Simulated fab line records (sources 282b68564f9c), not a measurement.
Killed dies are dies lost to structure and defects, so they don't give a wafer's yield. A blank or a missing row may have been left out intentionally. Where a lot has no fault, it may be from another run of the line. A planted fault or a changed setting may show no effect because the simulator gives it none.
Which tool is to blame? + flow rit_cmos + 42 wafers from 14 lots sampled at 6 of the route's 202 steps

WHAT THE GAUGES SHOWED, per wafer
RIT_ACTIVE_CD_MEAS_90: the cd target is 1400 nm. Usual: 1400.7 nm for cd_nm, sd 2.
| lot  | measured    | on        | cd_nm (nm)           | flag |
|------|-------------|-----------|----------------------|------|
| L271 | day 2 06:08 | cd_sem-02 | 1395.7 1395.8 1397.9 |      |
| L272 | day 2 11:08 | cd_sem-02 | 1405.9 1404.1 1402.1 |      |
| L273 | day 2 16:01 | cd_sem-02 | 1398.8 1398.0 1396.5 |      |
| L275 | day 3 02:12 | cd_sem-01 | 1401.6 1402.1 1398.8 |      |
| L276 | day 3 07:10 | cd_sem-01 | 1398.0 1398.6 1399.6 |      |
| L277 | day 3 14:08 | cd_sem-02 | 1400.6 1400.4 1400.8 |      |
| L278 | day 3 17:09 | cd_sem-02 | 1400.9 1401.6 1401.1 |      |
| L282 | day 4 13:16 | cd_sem-01 | 1400.9 1396.9 1400.2 |      |
| L283 | day 4 18:28 | cd_sem-01 | 1398.0 1398.3 1400.2 |      |
| L284 | day 4 23:04 | cd_sem-01 | 1398.9 1398.0 1399.5 |      |
| L285 | day 5 04:55 | cd_sem-01 | 1401.1 1402.3 1403.3 |      |
| L287 | day 5 16:01 | cd_sem-01 | 1400.5 1402.1 1400.3 |      |
| L288 | day 5 19:10 | cd_sem-01 | 1401.5 1401.2 1399.8 |      |
| L289 | day 6 00:13 | cd_sem-01 | 1399.8 1399.5 1399.8 |      |

RIT_NSD_TW_MEAS_10. Usual: for NSD_TW the level is 3134 and the standard deviation is 39.
| lot  | measured    | on            | NSD_TW         | flag |
|------|-------------|---------------|----------------|------|
| L271 | day 3 15:52 | film_metro-03 | 3187 3179 3183 |      |
| L272 | day 3 23:52 | film_metro-03 | 3198 3185 3166 |      |
| L273 | day 4 06:58 | film_metro-03 | 3176 3169 3186 |      |
| L275 | day 4 15:08 | film_metro-01 | 3069 3076 3067 |      |
| L276 | day 5 02:15 | film_metro-02 | 3096 3096 3087 |      |
| L277 | day 5 05:05 | film_metro-03 | 31 31 31       | OFF  |
| L278 | day 5 07:50 | film_metro-01 | 30 30 30       | OFF  |
| L282 | day 6 00:19 | film_metro-03 | 3167 3182 3174 |      |
| L283 | day 6 03:28 | film_metro-02 | 3102 3104 3132 |      |
| L284 | day 6 06:47 | film_metro-02 | 3095 3097 3109 |      |
| L285 | day 6 14:31 | film_metro-03 | 3183 3157 3172 |      |
| L287 | day 7 00:25 | film_metro-01 | 3102 3098 3093 |      |
| L288 | day 7 03:13 | film_metro-02 | 3096 3101 3109 |      |
| L289 | day 7 09:39 | film_metro-03 | 3164 3161 3156 |      |

RIT_SDANNEAL_RS_MEAS_05: uses a four-point probe to measure. Usual: for NSD_RS the level is 86.0 ohm/sq and the standard deviation is 0.32.
| lot  | measured    | on            | NSD_RS (ohm/sq)   | flag |
|------|-------------|---------------|-------------------|------|
| L271 | day 3 18:12 | film_metro-01 | 85.9 86.1 86.0    |      |
| L272 | day 4 02:13 | film_metro-02 | 86.1 86.3 85.9    |      |
| L273 | day 4 09:04 | film_metro-01 | 86.9 86.3 86.4    |      |
| L275 | day 4 17:22 | film_metro-02 | 85.9 86.2 86.1    |      |
| L276 | day 5 04:17 | film_metro-02 | 86.1 85.9 86.3    |      |
| L277 | day 5 07:09 | film_metro-01 | 132.9 133.0 132.9 | OFF  |
| L278 | day 5 09:58 | film_metro-01 | 133.1 133.0 132.9 | OFF  |
| L282 | day 6 02:20 | film_metro-02 | 86.0 85.9 85.9    |      |
| L283 | day 6 05:29 | film_metro-01 | 85.8 85.9 85.9    |      |
| L284 | day 6 08:59 | film_metro-01 | 86.3 86.3 85.9    |      |
| L285 | day 6 16:37 | film_metro-03 | 85.1 85.5 85.6    |      |
| L287 | day 7 02:45 | film_metro-01 | 85.9 85.9 86.4    |      |
| L288 | day 7 05:23 | film_metro-02 | 86.2 86.1 86.2    |      |
| L289 | day 7 11:48 | film_metro-01 | 85.6 85.6 85.8    |      |

RIT_M1_BOW_MEAS_16. Usual: for M1_BOW the level is 17 um and the standard deviation is 6.
| lot  | measured    | on            | M1_BOW (um) | flag |
|------|-------------|---------------|-------------|------|
| L271 | day 4 01:29 | film_metro-01 | 19 7 25     |      |
| L272 | day 4 09:20 | film_metro-02 | 23 31 22    |      |
| L273 | day 4 16:36 | film_metro-02 | 12 19 7     |      |
| L275 | day 5 01:06 | film_metro-03 | 24 9 20     |      |
| L276 | day 5 11:48 | film_metro-03 | 14 10 27    |      |
| L282 | day 6 09:50 | film_metro-03 | 17 20 18    |      |
| L283 | day 6 12:49 | film_metro-02 | 26 19 21    |      |
| L284 | day 6 15:59 | film_metro-01 | 11 10 14    |      |
| L285 | day 7 00:53 | film_metro-02 | 14 15 20    |      |
| L287 | day 7 10:41 | film_metro-01 | 15 9 9      |      |
| L288 | day 7 12:27 | film_metro-03 | 19 26 15    |      |
| L289 | day 7 19:56 | film_metro-03 | 24 25 19    |      |

WHAT TOOL EACH LOT RAN ON (gives the tool, then ch and the chambers of the sampled wafers, and finally the start)
| lot  | RIT_ACTIVE_ETCH_13                | RIT_NSD_IMPLANT_08             |
|------|-----------------------------------|--------------------------------|
| L271 | rie_diel-01 ch 0,1,2, day 2 05:50 | implanter-02 ch 0, day 3 15:33 |
| L272 | rie_diel-02 ch 1,2,3, day 2 10:50 | implanter-04 ch 0, day 3 23:32 |
| L273 | rie_diel-04 ch 0,2, day 2 15:43   | implanter-04 ch 0, day 4 06:38 |
| L275 | rie_diel-02 ch 0,1, day 3 01:52   | implanter-02 ch 0, day 4 14:50 |
| L276 | rie_diel-02 ch 0,1,3, day 3 06:51 | implanter-04 ch 0, day 5 01:55 |
| L277 | rie_diel-02 ch 1,3, day 3 13:50   | implanter-04, day 5 04:46      |
| L278 | rie_diel-04 ch 1,2, day 3 16:50   | implanter-02, day 5 07:30      |
| L282 | rie_diel-02 ch 0,1,3, day 4 12:58 | implanter-03 ch 0, day 5 23:59 |
| L283 | rie_diel-01 ch 0,3, day 4 18:04   | implanter-02 ch 0, day 6 03:08 |
| L284 | rie_diel-02 ch 2,3, day 4 22:43   | implanter-03 ch 0, day 6 06:29 |
| L285 | rie_diel-01 ch 0,2,3, day 5 04:34 | implanter-02 ch 0, day 6 14:13 |
| L287 | rie_diel-01 ch 0,1,2, day 5 15:40 | implanter-03 ch 0, day 7 00:07 |
| L288 | rie_diel-04 ch 0,2,3, day 5 18:45 | implanter-02 ch 0, day 7 02:53 |
| L289 | rie_diel-04 ch 0,1,2, day 5 23:55 | implanter-02 ch 0, day 7 09:20 |
- RIT_ACTIVE_ETCH_13: etches Si3N4 in SF6, stops on SiO2, time 210 s, target depth 210 nm.
- RIT_NSD_IMPLANT_08

AS READ BY THE TOOLS THEMSELVES (means over the sampled wafers that have a number; for cases with no such wafer, the mark the record gives instead)
RIT_ACTIVE_ETCH_13. Usual: drypump_motor_current_A 5.7 A, standard deviation 0.38; oes_product_au 0.823 a.u., standard deviation 0.012; throttle_valve_pct 7.49 %, standard deviation 0.12.
| lot  | tool        | drypump_motor_current_A (A) | oes_product_au (a.u.) | throttle_valve_pct (%) | flag |
|------|-------------|-----------------------------|-----------------------|------------------------|------|
| L271 | rie_diel-01 | 5.3                         | 0.818                 | 7.57                   |      |
| L272 | rie_diel-02 | 6.0                         | 0.829                 | 7.47                   |      |
| L273 | rie_diel-04 | 5.7                         | 0.821                 | 7.31                   |      |
| L275 | rie_diel-02 | 6.2                         | 0.844                 | 7.56                   |      |
| L276 | rie_diel-02 | 6.2                         | 0.830                 | 7.57                   |      |
| L277 | rie_diel-02 | 6.2                         | 0.839                 | 7.51                   |      |
| L278 | rie_diel-04 | 5.8                         | 0.809                 | 7.36                   |      |
| L282 | rie_diel-02 | 6.2                         | 0.826                 | 7.57                   |      |
| L283 | rie_diel-01 | 5.3                         | 0.832                 | 7.51                   |      |
| L284 | rie_diel-02 | 5.7                         | 0.815                 | 7.43                   |      |
| L285 | rie_diel-01 | 5.3                         | 0.826                 | 7.53                   |      |
| L287 | rie_diel-01 | 5.3                         | 0.818                 | 7.57                   |      |
| L288 | rie_diel-04 | 5.5                         | 0.825                 | 7.41                   |      |
| L289 | rie_diel-04 | 5.7                         | 0.815                 | 7.33                   |      |

RIT_NSD_IMPLANT_08. Usual: beam_energy_keV 25.001, standard deviation 0.0077; beam_on_s 10.00 s, standard deviation 0.2.
| lot  | tool         | beam_energy_keV | beam_on_s (s) | flag |
|------|--------------|-----------------|---------------|------|
| L271 | implanter-02 | 24.992          | 10.11         |      |
| L272 | implanter-04 | 25.003          | 10.12         |      |
| L273 | implanter-04 | 24.991          | 9.94          |      |
| L275 | implanter-02 | 25.008          | 9.90          |      |
| L276 | implanter-04 | 25.012          | 10.02         |      |
| L277 | implanter-04 | -               | -             | OFF  |
| L278 | implanter-02 | -               | -             | OFF  |
| L282 | implanter-03 | 24.992          | 10.09         |      |
| L283 | implanter-02 | 24.990          | 10.03         |      |
| L284 | implanter-03 | 24.999          | 9.91          |      |
| L285 | implanter-02 | 25.010          | 9.83          |      |
| L287 | implanter-03 | 25.004          | 9.83          |      |
| L288 | implanter-02 | 25.015          | 9.95          |      |
| L289 | implanter-02 | 24.999          | 10.00         |      |

THE ANSWER, worked out from the rows above alone
Rule: lot off if the mean of its wafers having a number is beyond 3 standard deviations from the usual mean. A lot without any number at a reading at which 4 lots or more have one is off too. Where the step has rows for the other lots, those lots are counted as sound. Order of review: gauges by route order, followed by the tools' own readings, for which a lot's mean as printed above is used. At the first step where some lot is off, the reading lying furthest off is the one used; lots without a number count as furthest.
Off: L277, L278, at RIT_NSD_TW_MEAS_10 (NSD_TW).
A tool fits if, at a process step before that reading, it ran every lot that is off, and no sound lot after the first of them. The gauges at RIT_NSD_TW_MEAS_10 aren't tried: what is off there is off at RIT_NSD_IMPLANT_08 too, on other tools, and a gauge's error can't cause that. Of those tried, none fits.

WHAT THE SIMULATOR HAD PUT IN
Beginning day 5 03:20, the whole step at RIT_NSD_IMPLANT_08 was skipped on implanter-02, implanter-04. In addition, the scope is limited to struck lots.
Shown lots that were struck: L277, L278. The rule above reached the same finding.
